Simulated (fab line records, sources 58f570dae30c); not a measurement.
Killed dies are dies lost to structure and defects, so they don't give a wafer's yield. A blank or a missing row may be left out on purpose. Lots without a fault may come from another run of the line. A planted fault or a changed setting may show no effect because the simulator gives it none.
Problem report in the 8D (eight disciplines) form, filled by code | flow berkeley_cmos170 | the parts of the form that need people (team, actions taken, sign-off) are left out

1. THE PROBLEM
run_length_s at UCB170_M3_SOFTBAKE_06 reads a mean of 128.29 s on 6 wafers of 2 lots; wafers without a fault read 89.19 s with a standard deviation of 0.19. That is +99 or more standard deviations from the usual mean.
The step: time 60 s.
First seen on wafer L285.1, day 11 20:22, on litho_track-01. The record holds 39 wafers of 13 lots with a number at this step. Rule for "out", or "out of limits": more than 4 standard deviations from the usual mean. The other wafers with a number count as sound.

2. WHAT IT IS AND WHAT IT IS NOT
question                    | is                     | is not
which readings at this step | run_length_s           | -
which lots                  | L285, L287             | L271, L272, L273, L274, L275, L276, L277, L278, L282, L290, L291
which wafers of those lots  | all that have a number | -
read on which tools         | litho_track-01         | litho_track-02, litho_track-04
when                        | from day 11 20:22      | up to then (27 sound wafers); but 6 sound wafers of L290, L291 came after

3. SUSPECTS, AND WHAT RULES EACH OUT
Counting: a tool at a process step up to the reading stays a suspect if it ran every lot that is out and no sound lot after the first of them.
- litho_track-01 at UCB170_M3_SOFTBAKE_06 (time 60 s): kept. It ran every lot that is out, first L285 (day 11 20:22), and no sound lot after that; its last sound lot up to then is L282 (day 10 18:39). Its own readings are out on those wafers: run_length_s.
Left after counting: litho_track-01 at UCB170_M3_SOFTBAKE_06.

4. THE CAUSE (what the simulator had put in)
Process parameter drift: litho_track-01, from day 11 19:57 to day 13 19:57, at UCB170_M3_SOFTBAKE_06. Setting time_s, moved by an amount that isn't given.
Counting left only this tool.

5. THE CHAIN OF EFFECTS, in route order
Each row: a reading whose mean over the struck wafers that have a number lies more than 3 standard deviations from the usual. Only readings for which the record gives a usual standard deviation are gone through. hours: the time from each lot's start at the first step in this table that gives one to its start at this step, as a median over the lots. sigmas: the change in usual standard deviations.
hours | step                  | reading      | usual   | on struck wafers | change | sigmas
0     | UCB170_M3_SOFTBAKE_06 | run_length_s | 89.19 s | 128.29           | +39.10 | +99 or more
The process steps in it:
- UCB170_M3_SOFTBAKE_06: time 60 s.

6. WHAT WOULD HAVE CAUGHT IT SOONER
In this record the first reading out of limits was taken at day 11 20:22, 0 hours after the fault began at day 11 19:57.
